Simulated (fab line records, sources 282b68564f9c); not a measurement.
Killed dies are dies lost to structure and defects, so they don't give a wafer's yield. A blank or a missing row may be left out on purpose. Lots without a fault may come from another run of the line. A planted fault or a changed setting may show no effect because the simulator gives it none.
Which tool did it? | flow rit_cmos | 14 lots, 42 wafers sampled, at 5 steps of a route of 202

WHAT THE GAUGES READ, wafer by wafer
RIT_GATE_THK_MEAS_07. Usual: GATE_OXIDE_THK 2.77 nm, standard deviation 0.053.
lot  | measured    | on            | GATE_OXIDE_THK (nm) | flag
L345 | day 2 22:50 | film_metro-01 | 2.75 2.72 2.81      |
L346 | day 3 00:11 | film_metro-03 | 2.82 2.85 2.82      |
L349 | day 3 20:05 | film_metro-01 | 2.81 2.80 2.80      |
L350 | day 3 20:21 | film_metro-04 | 2.71 2.70 2.74      |
L351 | day 4 08:55 | film_metro-01 | 2.73 2.75 2.78      |
L352 | day 4 11:01 | film_metro-03 | 2.82 2.77 2.85      |
L353 | day 4 16:59 | film_metro-03 | 2.76 2.74 2.75      |
L355 | day 4 23:39 | film_metro-03 | 2.80 2.82 2.78      |
L356 | day 5 01:13 | film_metro-03 | 2.75 2.74 2.84      |
L357 | day 5 10:47 | film_metro-01 | 3.71 3.74 3.79      | OFF
L358 | day 5 17:27 | film_metro-03 | 2.82 2.84 2.85      |
L360 | day 5 22:40 | film_metro-04 | 3.69 3.71 3.69      | OFF
L361 | day 6 11:07 | film_metro-03 | 2.77 2.69 2.71      |
L366 | day 7 16:14 | film_metro-04 | 2.70 2.72 2.81      |

RIT_NLDD_OVL_MEAS_06. Usual: NLDD_OVL 0.3 nm, standard deviation 1.4.
lot  | measured    | on         | NLDD_OVL (nm)  | flag
L345 | day 3 08:41 | overlay-01 | 1.1 0.7 0.9    |
L346 | day 3 08:52 | overlay-02 | 0.3 0.2 -0.8   |
L349 | day 4 04:52 | overlay-01 | 1.4 2.4 1.7    |
L350 | day 4 04:59 | overlay-02 | 0.0 0.6 -0.3   |
L351 | day 4 19:25 | overlay-02 | -0.3 -1.7 -1.4 |
L352 | day 4 21:33 | overlay-02 | -0.4 -0.5 -0.9 |
L353 | day 5 02:19 | overlay-01 | -0.9 -0.4 1.1  |
L355 | day 5 11:34 | overlay-02 | 1.8 -0.3 -1.6  |
L356 | day 5 11:49 | overlay-01 | 2.0 2.2 2.5    |
L357 | day 5 20:49 | overlay-01 | 1.6 -0.2 2.8   |
L358 | day 6 05:55 | overlay-01 | 1.2 1.5 0.6    |
L360 | day 6 08:20 | overlay-01 | 1.6 1.0 1.0    |
L361 | day 7 02:41 | overlay-01 | 1.0 0.2 -1.2   |
L366 | day 8 01:31 | overlay-02 | -1.0 -2.1 -1.0 |

RIT_SILICIDE_THK_MEAS_03: measures by xrf. Usual: SILICIDE_TI_THK 29.42 nm, standard deviation 0.28.
lot  | measured    | on            | SILICIDE_TI_THK (nm) | flag
L345 | day 3 18:34 | film_metro-04 | 29.39 29.13 29.49    |
L346 | day 3 17:50 | film_metro-04 | 29.32 29.65 29.36    |
L349 | day 4 14:59 | film_metro-04 | 29.79 29.94 29.73    |
L350 | day 4 15:13 | film_metro-01 | 29.83 29.59 29.59    |
L351 | day 5 06:47 | film_metro-03 | 29.59 29.52 29.84    |
L352 | day 5 09:36 | film_metro-04 | 29.28 29.23 29.22    |
L353 | day 5 12:34 | film_metro-04 | 29.38 29.51 29.25    |
L355 | day 5 23:23 | film_metro-03 | 29.48 29.11 29.05    |
L356 | day 5 23:52 | film_metro-03 | 29.31 29.31 29.00    |
L357 | day 6 11:11 | film_metro-04 | 29.54 29.44 29.25    |
L358 | day 6 17:40 | film_metro-04 | 29.27 29.34 29.92    |
L360 | day 6 23:55 | film_metro-04 | 29.59 29.42 29.53    |
L361 | day 7 11:44 | film_metro-04 | 29.39 29.22 29.19    |
L366 | day 8 10:12 | film_metro-03 | 29.56 29.14 29.05    |

WHICH TOOL RAN EACH LOT (tool, then ch and the chambers of the sampled wafers, then the start)
lot  | RIT_PRETRO_STRIP_09                 | RIT_GATE_OXIDATION_05
L345 | plasma_asher-04 ch 0,1, day 2 18:34 | furnace-01 ch 0, day 2 20:12
L346 | plasma_asher-01 ch 0,1, day 2 21:08 | furnace-01 ch 0, day 2 22:50
L349 | plasma_asher-02 ch 0, day 3 13:38   | furnace-01 ch 0, day 3 17:38
L350 | plasma_asher-01 ch 0,1, day 3 17:31 | furnace-03 ch 0, day 3 18:46
L351 | plasma_asher-02 ch 0,1, day 4 04:11 | furnace-03 ch 0, day 4 06:27
L352 | plasma_asher-04 ch 0,1, day 4 08:14 | furnace-04 ch 0, day 4 08:59
L353 | plasma_asher-04 ch 0,1, day 4 12:01 | furnace-01 ch 0, day 4 12:44
L355 | plasma_asher-02 ch 0,1, day 4 20:07 | furnace-03 ch 0, day 4 21:50
L356 | plasma_asher-01 ch 0,1, day 4 21:22 | furnace-03 ch 0, day 4 22:55
L357 | plasma_asher-04 ch 0,1, day 5 02:44 | furnace-03 ch 0, day 5 05:53
L358 | plasma_asher-04 ch 0,1, day 5 11:24 | furnace-04 ch 0, day 5 13:55
L360 | plasma_asher-04 ch 0,1, day 5 20:23 | furnace-03 ch 0, day 5 21:20
L361 | plasma_asher-04 ch 0,1, day 6 04:35 | furnace-01 ch 0, day 6 07:25
L366 | plasma_asher-04 ch 1, day 7 08:34   | furnace-04 ch 0, day 7 12:20
- RIT_PRETRO_STRIP_09: strips in O2, time 180 s.
- RIT_GATE_OXIDATION_05: target thk 3 nm, ox time 270 s.

WHAT THE TOOLS THEMSELVES READ (means of the sampled wafers that have a number; where no wafer has one, the mark that the record gives instead)
RIT_PRETRO_STRIP_09. Usual: drypump_motor_current_A 5.7 A, standard deviation 0.58.
lot  | tool            | drypump_motor_current_A (A) | flag
L345 | plasma_asher-04 | 5.4                         |
L346 | plasma_asher-01 | 6.0                         |
L349 | plasma_asher-02 | 6.0                         |
L350 | plasma_asher-01 | 6.0                         |
L351 | plasma_asher-02 | 6.1                         |
L352 | plasma_asher-04 | 5.4                         |
L353 | plasma_asher-04 | 5.8                         |
L355 | plasma_asher-02 | 6.1                         |
L356 | plasma_asher-01 | 6.0                         |
L357 | plasma_asher-04 | 5.5                         |
L358 | plasma_asher-04 | 5.8                         |
L360 | plasma_asher-04 | 5.5                         |
L361 | plasma_asher-04 | 5.4                         |
L366 | plasma_asher-04 | 6.2                         |

RIT_GATE_OXIDATION_05. Usual: ox_temp_c_max 897.9, standard deviation 1.6; spike_tc_load_C 919.6 C, standard deviation 2.7; zone_power_centre_pct 42.9 %, standard deviation 2.
lot  | tool       | ox_temp_c_max | spike_tc_load_C (C) | zone_power_centre_pct (%) | flag
L345 | furnace-01 | 896.7         | 923.5               | 39.7                      |
L346 | furnace-01 | 897.8         | 922.9               | 39.5                      |
L349 | furnace-01 | 897.5         | 923.0               | 39.8                      |
L350 | furnace-03 | 896.5         | 920.1               | 44.6                      |
L351 | furnace-03 | 896.6         | 920.6               | 44.5                      |
L352 | furnace-04 | 900.3         | 917.8               | 43.1                      |
L353 | furnace-01 | 897.1         | 923.3               | 39.9                      |
L355 | furnace-03 | 897.0         | 919.8               | 44.6                      |
L356 | furnace-03 | 897.0         | 921.0               | 45.0                      |
L357 | furnace-03 | 896.2         | 919.1               | 44.5                      |
L358 | furnace-04 | 900.9         | 917.1               | 43.1                      |
L360 | furnace-03 | 896.8         | 919.6               | 44.4                      |
L361 | furnace-01 | 897.5         | 924.0               | 39.6                      |
L366 | furnace-04 | 899.1         | 916.8               | 42.8                      |

THE ANSWER, worked out from the rows above alone
Rule: a lot is off if the mean of its wafers that have a number lies more than 3 standard deviations from the usual mean. A lot without any number at a reading at which 4 lots or more have one is off too. The other lots that the step has rows for count as sound. The gauges are gone through in route order, then the tools' own readings, and for those a lot's mean is taken as printed above. The first step at which some lot is off is used, and at that step the reading that is off furthest; a lot without a number counts as furthest.
Off: L357, L360, at RIT_GATE_THK_MEAS_07 (GATE_OXIDE_THK).
A tool fits if, at a process step before that reading, it ran every lot that is off, and no sound lot after the first of them. The gauges at RIT_GATE_THK_MEAS_07 are tried like those tools. One fits: furnace-03 at RIT_GATE_OXIDATION_05. Its last sound lot is L356 (day 4 22:55), its first lot that is off L357 (day 5 05:53): a fault that began between those two fits.

WHAT THE SIMULATOR HAD PUT IN
Process parameter drift: furnace-03, from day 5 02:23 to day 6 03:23, at RIT_GATE_OXIDATION_05. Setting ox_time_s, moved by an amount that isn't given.
Lots struck among those shown: L357, L360. The rule above found the same.
